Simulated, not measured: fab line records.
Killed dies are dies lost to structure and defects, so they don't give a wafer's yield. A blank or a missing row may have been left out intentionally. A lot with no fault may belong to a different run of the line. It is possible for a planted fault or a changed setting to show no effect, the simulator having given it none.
Comparing a struck lot with a sound one || flow rit cmos || 27 out of 202 route steps
Sound: wafers L185.1, L185.2, L185.3. Struck: wafers L194.3, L194.5 (left out: L194.4, a lot-mate that was not struck); the cause follows at the end.
Order at every step that has rows: each side's tool, ch and its chambers, its first start. Under that, the readings that differ: sound wafers || struck wafers || difference of the means || sigmas: that difference in standard deviations of wafers without a fault.
alike: a reading whose means differ by less than 2 such deviations, as well as words and numbers matching on both sides. not compared: withheld readings; readings where some wafer has no value; bounds like >300 that might hide an equal value; numbers whose values overlap and for which the record gives no deviation.
Wherever a step has rows on one side only, a row that says differs or no value, or a row with sigmas, the two part there. Numbers that don't overlap but have no deviation are shown without sigmas and don't part them. Lack of a reading on every wafer of one side parts them only where that side has two or more wafers.

first, 4 steps without rows for these wafers: RIT_CONTACT_SOFTBAKE_04 (time 60 s); RIT_CONTACT_EXPOSE_05 (exposes mask M11, target cd 1000 nm); RIT_CONTACT_PEB_06; RIT_CONTACT_DEVELOP_07 (develop time 120 s).
RIT_CONTACT_CD_MEAS_08 targets a cd of 1000 nm.
  sound: cd sem-01 at day 3 03:56; struck: cd sem-02 at day 5 02:17
  alike: cd nm
RIT_CONTACT_OVL_MEAS_09:
  sound: overlay-02 at day 3 04:03; struck: overlay-01 at day 5 02:23
  alike: CONTACT_OVL
then, 1 step without rows for these wafers: RIT_CONTACT_HARDBAKE_10 (time 60 s).
RIT_CONTACT_ETCH_11: etches SiO2 in CHF3/CF4/Ar, stops on TiSi2, target depth 480 nm, time 320 s.
  sound on rie diel-01 ch 1,2,3, day 3 04:14; struck on rie diel-01 ch 1,2, day 5 02:33
  alike: drypump motor current A, oes product au, throttle valve pct
  not compared: rf hours counter h
RIT_CONTACT_STRIP_12: strips in O2, time 180 s.
  sound on plasma asher-04 ch 0,1, day 3 04:26; struck on plasma asher-02 ch 1, day 5 02:49
  alike: drypump motor current A
  not compared: rf hours counter h
RIT_CONTACT_CD_MEAS_90 targets a cd of 1000 nm.
  sound: cd sem-02 at day 3 04:37; struck: cd sem-01 at day 5 02:58
  alike: cd nm
then, 2 steps without rows for these wafers: RIT_CONTACT_CLEAN_13 (cleans in SC1, time 600 s); RIT_CONTACT_CLEAN_14 (cleans in SC2, time 600 s).
RIT_M1_SPUTTER_00: material Al, target thk 400 nm, time 500 s.
  sound: pvd sputter-03 at day 3 05:16; struck: pvd sputter-03 at day 5 03:23
{"reading": "cathode dc power W (W)", "sound": "1999.8 2000.6 1999.8", "struck": "804.5 804.1", "difference": -1195.8, "sigmas": "-99 or more"}
{"reading": "model.Al_of_M1_SPUTTER_00.thk nm (nm)", "sound": "397.7 394.6 396.5", "struck": "159.8 160.1", "difference": -236.3, "sigmas": ""}
  alike: throttle valve pct
RIT_M1_RS_MEAS_01: measures by four-point-probe.
  sound: film metro-02 at day 3 05:34; struck: film metro-02 at day 5 03:44
{"reading": "M1_AL_RS (ohm/sq)", "sound": "0.0738 0.0744 0.0741", "struck": "0.1928 0.1927", "difference": "+0.1187", "sigmas": "+99 or more"}
RIT_M1_THK_MEAS_02: measures by xrf.
  sound: film metro-02 at day 3 05:41; struck: film metro-02 at day 5 03:50
{"reading": "M1_AL_THK (nm)", "sound": "395 390 388", "struck": "158 158", "difference": -233, "sigmas": -51}
then, 6 steps without rows for these wafers: RIT_M1_HMDS_03 (prime time 60 s); RIT_M1_COAT_04 (resist thk 1300 nm); RIT_M1_SOFTBAKE_05 (time 60 s); RIT_M1_EXPOSE_06 (exposes mask M12, target cd 2600 nm); RIT_M1_PEB_07; RIT_M1_DEVELOP_08 (develop time 68 s).
RIT_M1_CD_MEAS_09 targets a cd of 2600 nm.
  sound: cd sem-01 at day 3 06:37; struck: cd sem-01 at day 5 04:47
  alike: cd nm
RIT_M1_OVL_MEAS_10:
  sound: overlay-02 at day 3 06:44; struck: overlay-01 at day 5 04:53
  alike: M1_OVL
then, 1 step without rows for these wafers: RIT_M1_HARDBAKE_11 (time 120 s).
RIT_M1_METAL_ETCH_12: etches Al in Cl2/BCl3, stops on SiO2, time 165 s, target depth 600 nm.
  sound on rie metal-03 ch 0,1, day 3 07:02; struck on rie metal-03 ch 0, day 5 05:13
{"reading": "oes product au (a.u.)", "sound": "0.770 0.773 0.772", "struck": "0.510 0.504", "difference": -0.265, "sigmas": -22}
  alike: drypump motor current A, throttle valve pct
  not compared: rf hours counter h
then, 1 step without rows for these wafers: RIT_M1_STRIP_13 (strips in nmp, time 600 s).
RIT_M1_PROBE_99:
  sound: prober-01 at day 3 09:48; struck: prober-02 at day 5 10:48
{"reading": "model.etest.m1.rs ohm sq", "sound": "0.07292 0.07319 0.07319", "struck": "0.1817 0.1815", "difference": "+0.1085", "sigmas": ""}
{"reading": "model.etest.antenna m1.vt shift v (V)", "sound": "-0.012 -0.01099 -0.01363", "struck": "-0.0214 -0.02403", "difference": -0.0105, "sigmas": ""}
  alike: defect limited yield, killed at front end, killed dies, killed open, killed short, sort_bin_3_pad_short, sort_bin_5_function, sort_bin_6_memory, sort n pass, sort yield pct

== WHERE THEY PART ==
Earliest at RIT_M1_SPUTTER_00; latest, in this record, at RIT_M1_METAL_ETCH_12. Later steps at which nothing parts them and some readings are alike: RIT_M1_PROBE_99.

WHY: what the simulator had put in
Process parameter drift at RIT_M1_SPUTTER_00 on pvd sputter-03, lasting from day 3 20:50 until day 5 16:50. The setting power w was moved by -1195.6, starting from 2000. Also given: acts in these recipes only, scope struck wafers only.
